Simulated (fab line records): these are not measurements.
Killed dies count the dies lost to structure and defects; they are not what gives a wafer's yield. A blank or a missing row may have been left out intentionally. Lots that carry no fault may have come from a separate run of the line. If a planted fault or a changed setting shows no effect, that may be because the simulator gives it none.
The tool behind it: which one?	flow berkeleyCmos170	Sampling: 7 lots, 21 wafers, 2 of 331 route steps

== WHAT THE GAUGES READ, wafer by wafer ==
UCB170_M1_OVL_MEAS_10.
lot	measured	on	M1_OVL (nm)
L861	day 7 13:17	overlay-01	-9 -1 -4
L862	day 8 03:35	overlay-02	4 -1 5
L868	day 9 09:35	overlay-02	-2 2 8
L870	day 9 15:31	overlay-02	8 4 5
L872	day 10 05:21	overlay-02	12 8 7
L875	day 10 22:37	overlay-02	-7 -4 -5
L878	day 11 00:58	overlay-02	-1 -2 6

== WHICH TOOL RAN EACH LOT (tool, then ch and the chambers of the sampled wafers, then the start) ==
lot	UCB170_NSD_STRIP_09
L861	plasmaAsher-03 ch 0,1, day 7 03:18
L862	plasmaAsher-02 ch 0,1, day 7 15:57
L868	plasmaAsher-02 ch 0,1, day 8 21:37
L870	plasmaAsher-02 ch 0,1, day 9 05:46
L872	plasmaAsher-03 ch 0,1, day 9 18:35
L875	plasmaAsher-03 ch 0, day 10 12:19
L878	plasmaAsher-03 ch 0,1, day 10 12:48
- UCB170_NSD_STRIP_09: strips in O2.

== THE ANSWER, worked out from the rows above alone ==
Rule: usual is defined by the lots themselves. The widest of any qualifying gaps counts: lots, ordered by their means at a reading, are off when they make up no more than a third of the lots, leave a main group of 4 or more, and stand apart from it by 3 or more times the standard deviation of that group's means. A main group whose means are all the same, to the digits that the tables above print for the reading, isn't used. A lot without any number at a reading at which 4 lots or more have one is off too. Any other lot the step has rows for is counted as sound.
No lot is off at any reading shown: from this, nothing can be told.

== WHAT THE SIMULATOR HAD PUT IN ==
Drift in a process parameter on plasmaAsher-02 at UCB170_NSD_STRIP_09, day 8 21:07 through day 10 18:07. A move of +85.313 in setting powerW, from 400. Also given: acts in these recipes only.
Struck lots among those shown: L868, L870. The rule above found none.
